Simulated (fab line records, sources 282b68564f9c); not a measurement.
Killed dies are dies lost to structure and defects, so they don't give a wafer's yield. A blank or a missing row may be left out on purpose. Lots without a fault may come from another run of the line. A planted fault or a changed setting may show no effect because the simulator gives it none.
A struck lot beside a sound one | flow rit_cmos | 15 steps out of a route of 202
Sound: wafers L429.2, L429.5, L429.6. Struck: wafers L438.3, L438.5, L438.6. The cause comes at the end.
At each step with rows: each side's tool, then ch and its chambers, then its first start. Under that, the readings that differ: sound wafers | struck wafers | difference of the means | sigmas: that difference in standard deviations of wafers without a fault.
alike: readings whose means differ by less than 2 such deviations, and words and numbers that are the same on both sides. not compared: withheld readings, readings that some wafer has no value for, bounds like >300 that may hide the same value, and numbers for which the record gives no deviation and whose values overlap.
The two part at a step that has a row with sigmas, a row that says differs or no value, or rows on one side only. Numbers that don't overlap but have no deviation are shown without sigmas and don't part them. A reading that every wafer of one side lacks parts them only if that side has two wafers or more.

RIT_PWELL_TW_MEAS_10:
  sound on film_metro-01, day 1 22:37; struck on film_metro-04, day 3 21:43
  alike: PWELL_TW
then, 1 step without rows for these wafers: RIT_WELLDRIVE_ANNEAL_00 (time 14700 s).
RIT_WELLDRIVE_RS_MEAS_01: measures by four-point-probe.
  sound on film_metro-02, day 2 04:02; struck on film_metro-01, day 4 03:32
  alike: NWELL_RS
RIT_WELLDRIVE_RS_MEAS_02: measures by four-point-probe.
  sound on film_metro-02, day 2 04:10; struck on film_metro-01, day 4 03:39
  alike: PWELL_RS
then, 6 steps without rows for these wafers: RIT_NRETRO_HMDS_00 (prime time 60 s); RIT_NRETRO_COAT_01 (resist thk 1300 nm); RIT_NRETRO_SOFTBAKE_02 (time 58.83 s); RIT_NRETRO_EXPOSE_03 (exposes mask M4, target cd 43900 nm); RIT_NRETRO_PEB_04; RIT_NRETRO_DEVELOP_05 (develop time 68 s).
RIT_NRETRO_OVL_MEAS_06:
  sound on overlay-01, day 2 05:14; struck on overlay-02, day 4 04:45
  reading         | sound       | struck         | difference | sigmas
  NRETRO_OVL (nm) | 2.1 1.4 2.0 | -0.4 -3.1 -0.8 | -3.3       | -2
then, 1 step without rows for these wafers: RIT_NRETRO_HARDBAKE_07 (time 120 s).
RIT_NRETRO_IMPLANT_08:
  sound on implanter-03 ch 0, day 2 05:32; struck on implanter-03 ch 0, day 4 05:04
  reading            | sound             | struck            | difference | sigmas
  tilt_deg (degrees) | 7.030 7.032 6.991 | 5.040 5.013 4.996 | -2.001     | -99 or more
RIT_NRETRO_STRIP_09: strips in O2, time 180 s.
  sound on plasma_asher-01 ch 0,1, day 2 05:40; struck on plasma_asher-01 ch 0,1, day 4 05:14
  alike: chamber_pressure_mTorr, drypump_motor_current_A
  not compared: rf_hours_counter_h
RIT_M1_PROBE_99:
  sound on prober-01, day 3 11:19; struck on prober-02, day 5 11:19
  alike: killed_at_M0_to_M3, killed_at_contacts, killed_at_front_end, killed_dies, killed_open, killed_short

WHERE THEY PART
First at RIT_NRETRO_OVL_MEAS_06; last, within this record, at RIT_NRETRO_IMPLANT_08. Later steps at which nothing parts them and some readings are alike: RIT_NRETRO_STRIP_09, RIT_M1_PROBE_99.

WHY: what the simulator had put in
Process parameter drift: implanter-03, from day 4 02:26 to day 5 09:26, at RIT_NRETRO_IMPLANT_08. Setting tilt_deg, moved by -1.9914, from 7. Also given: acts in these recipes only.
